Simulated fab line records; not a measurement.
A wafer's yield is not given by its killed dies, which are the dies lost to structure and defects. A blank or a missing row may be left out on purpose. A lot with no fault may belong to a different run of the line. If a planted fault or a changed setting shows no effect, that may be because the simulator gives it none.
Problem report, 8D (eight disciplines) form, completed by code / flow rit-cmos / the parts of the form that need people (team, actions taken, sign-off) are left out

1. WHAT IS WRONG
Across 6 wafers from 2 lots, ACTIVE_NITRIDE_THK at RIT_ACTIVE_THK_MEAS_04 averages 174.1 nm, while fault-free wafers read 150.2 nm with a standard deviation of 1.2. Relative to the usual mean, that is a shift of +20 standard deviations.
Earliest sighting: wafer L328.2 on film-metro-02 at day 5 07:01. At this step, 42 wafers from 14 lots have a number in the record. By rule, "out" or "out of limits" means more than 4 standard deviations away from the usual mean. Any other wafer with a number is counted as sound.

2. WHAT IT IS AND WHAT IT IS NOT
question=which readings at this step; is=ACTIVE_NITRIDE_THK; is not=-
question=which lots; is=L328, L330; is not=L311, L312, L313, L314, L316, L317, L318, L319, L320, L322, L325, L327
question=which wafers of those lots; is=all that have a number; is not=-
question=read on which gauges; is=film-metro-01, film-metro-02; is not=film-metro-03
question=when; is=from day 5 07:01; is not=up to then (36 sound wafers)

3. SUSPECTS, AND WHAT RULES EACH OUT
Counting: a tool at a process step up to the reading stays a suspect if it ran every lot that is out and no sound lot after the first of them.
- the gauge at RIT_ACTIVE_THK_MEAS_04 is ruled out. The wafers that are out were read on 2 gauges (film-metro-01, film-metro-02).
- lpcvd-02 at RIT_ACTIVE_CVD_03 (deposits Si3N4 from SiH2Cl2/NH3, target thk 150 nm, time 1500 s): kept. Every lot that is out went through it, starting with L328 (day 5 04:53), and after that it ran no sound lot; the last sound lot it ran before then is L322 (day 3 22:03). On those wafers its own readings are out: spike-tc-centre-C.
After counting, what remains is lpcvd-02 at RIT_ACTIVE_CVD_03.

4. THE CAUSE (what the simulator had put in)
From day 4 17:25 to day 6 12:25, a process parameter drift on lpcvd-02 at RIT_ACTIVE_CVD_03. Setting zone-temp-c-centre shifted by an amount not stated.
The count eliminated every tool but this one.

5. THE CHAIN OF EFFECTS, in route order
One row per reading whose mean, taken over the struck wafers that have a number, lies over 3 standard deviations from the usual. Only readings for which the record gives a usual standard deviation are gone through. hours: the time from each lot's start at the first step in this table that gives one to its start at this step, as a median over the lots. sigmas: the change in usual standard deviations.
hours=0; step=RIT_ACTIVE_CVD_03; reading=spike-tc-centre-C; usual=813.8 C; on struck wafers=841.7; change=+27.9; sigmas=+25
hours=0; step=RIT_ACTIVE_CVD_03; reading=zone-power-centre-pct; usual=37.5 %; on struck wafers=47.0; change=+9.5; sigmas=+3.8
hours=0; step=RIT_ACTIVE_CVD_03; reading=zone-power-source-pct; usual=20.2 %; on struck wafers=18.4; change=-1.8; sigmas=-4.1
hours=2; step=RIT_ACTIVE_THK_MEAS_04; reading=ACTIVE_NITRIDE_THK; usual=150.2 nm; on struck wafers=174.1; change=+23.9; sigmas=+20
hours=3; step=RIT_ACTIVE_ETCH_13; reading=oes-product-au; usual=0.818 a.u.; on struck wafers=0.890; change=+0.072; sigmas=+6.0
It contains these process steps:
- RIT_ACTIVE_CVD_03: deposits Si3N4 from SiH2Cl2/NH3, target thk 150 nm, time 1500 s.
- RIT_ACTIVE_ETCH_13: etches Si3N4 in SF6, stops on SiO2, time 210 s, target depth 210 nm.

6. HOW IT WOULD HAVE BEEN CAUGHT EARLIER
Counted from the fault's start at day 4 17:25, it took 14 hours until the first out-of-limits reading at a measuring or inspecting step in this record, taken at day 5 07:01.
At RIT_ACTIVE_CVD_03, the tool's own readings (spike-tc-centre-C) were out on each struck wafer the step has a row for, so an alarm limit on them would have fired on the first such wafer.
Among the 2 lots that are out, L330 began RIT_ACTIVE_CVD_03 on lpcvd-02 after day 5 07:01. Putting the tool on hold at that point would have spared it.
